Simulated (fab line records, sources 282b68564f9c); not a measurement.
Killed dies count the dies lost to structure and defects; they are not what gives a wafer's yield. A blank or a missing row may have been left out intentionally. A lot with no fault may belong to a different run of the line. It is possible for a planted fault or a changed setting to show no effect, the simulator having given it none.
A lot that was struck, set against a sound lot	flow rit cmos	17 steps out of a route of 202
Sound: wafers L760.1, L760.3, L760.4. The struck wafers were L768.2, L768.3, L768.4. At the end, the cause is stated.
Order at every step that has rows: each side's tool, ch and its chambers, its first start. Under that, the readings that differ: sound wafers	struck wafers	difference of the means	sigmas: that difference in standard deviations of wafers without a fault.
alike: readings whose means differ by less than 2 such deviations, and words and numbers that are the same on both sides. not compared: withheld readings, readings that some wafer has no value for, bounds like >300 that may hide the same value, and numbers for which the record gives no deviation and whose values overlap.
A row with sigmas, a row that says differs or no value, or rows on one side alone: a step with any of these is where the two part. Non-overlapping numbers with no deviation appear without sigmas and do not part them. A reading missing from all wafers of one side parts the sides only when that side holds two or more wafers.

first, 1 step without rows for these wafers: RIT_PSD_IMPLANT_08.
RIT_PSD_STRIP_09: strips in O2, time 180 s.
  sound on plasma asher-02 ch 0,1, day 5 22:31; struck on plasma asher-02 ch 0,1, day 7 11:58
  alike: drypump motor current A
  not compared: rf hours counter h
RIT_PSD_TW_MEAS_10:
  sound: film metro-01 at day 5 22:41; struck: film metro-01 at day 7 12:10
reading	sound	struck	difference	sigmas
PSD_TW	3414 3412 3399	3450 3460 3455	+47	+2
then, 3 steps without rows for these wafers: RIT_SDANNEAL_CLEAN_00 (cleans in SC1, time 600 s); RIT_SDANNEAL_CLEAN_01 (cleans in dHF, time 30 s); RIT_SDANNEAL_CLEAN_02 (cleans in SC2, time 600 s).
RIT_SDANNEAL_RTA_03: time 5 s.
  sound on rtp anneal-01 ch 0, day 5 23:09; struck on rtp anneal-01 ch 0, day 7 12:35
  alike: wafer_temp_C_max
RIT_SDANNEAL_RS_MEAS_04: a four-point-probe measurement.
  sound: film metro-01 at day 5 23:13; struck: film metro-01 at day 7 12:40
  alike: PSD_RS
RIT_SDANNEAL_RS_MEAS_05: a four-point-probe measurement.
  sound: film metro-01 at day 5 23:20; struck: film metro-01 at day 7 12:47
  alike: NSD_RS
RIT_SDANNEAL_RS_MEAS_06: a four-point-probe measurement.
  sound: film metro-01 at day 5 23:27; struck: film metro-01 at day 7 12:54
  alike: PLDD_RS
RIT_SDANNEAL_RS_MEAS_07: a four-point-probe measurement.
  sound: film metro-01 at day 5 23:34; struck: film metro-01 at day 7 13:01
  alike: NLDD_RS
then, 1 step without rows for these wafers: RIT_SILICIDE_WET_ETCH_00 (etches SiO2 in BOE, target depth 14 nm, time 15 s).
RIT_SILICIDE_SPUTTER_01: material Ti, target thk 30 nm, time 240 s.
  sound: pvd sputter-01 at day 5 23:43; struck: pvd sputter-04 at day 7 13:08
  no value came back on the struck wafers for cathode dc power W (W), chamber pressure pa (Pa), throttle valve pct (%), time s (s); on the sound wafers cathode dc power W (W) reads 349.98 349.88 350.08
RIT_SILICIDE_RS_MEAS_02: a four-point-probe measurement.
  sound: film metro-04 at day 5 23:52; struck: film metro-03 at day 7 13:18
reading	sound	struck	difference	sigmas
SILICIDE_TI_RS (ohm/sq)	48.3 48.3 48.8	- - -	no value on the struck wafers	
RIT_SILICIDE_THK_MEAS_03: measures by xrf.
  sound: film metro-04 at day 5 23:59; struck: film metro-03 at day 7 13:25
reading	sound	struck	difference	sigmas
SILICIDE_TI_THK (nm)	30.0 29.6 29.4	<0.0 <0.0 <0.0	differs	
RIT_SILICIDE_RTA_04: time 10 s, ramp up 5 s, ramp down 5 s.
  sound on rtp anneal-01 ch 0, day 6 00:02; struck on rtp anneal-02 ch 0, day 7 13:28
  alike: wafer_temp_C_max
RIT_M1_PROBE_99:
  sound: prober-01 at day 6 07:05; struck: prober-01 at day 7 20:18
reading	sound	struck	difference	sigmas
killed at front end	8 5 8	264 264 264	+257	+89
killed dies	8 5 8	264 264 264	+257	+89
killed on rim	3 1 0	70 70 70	+69	+53
  alike: killed at contacts, killed open, killed short

## WHERE THEY PART
Earliest at RIT_PSD_TW_MEAS_10; latest, in this record, at RIT_M1_PROBE_99.

WHY: whatever the simulator had introduced
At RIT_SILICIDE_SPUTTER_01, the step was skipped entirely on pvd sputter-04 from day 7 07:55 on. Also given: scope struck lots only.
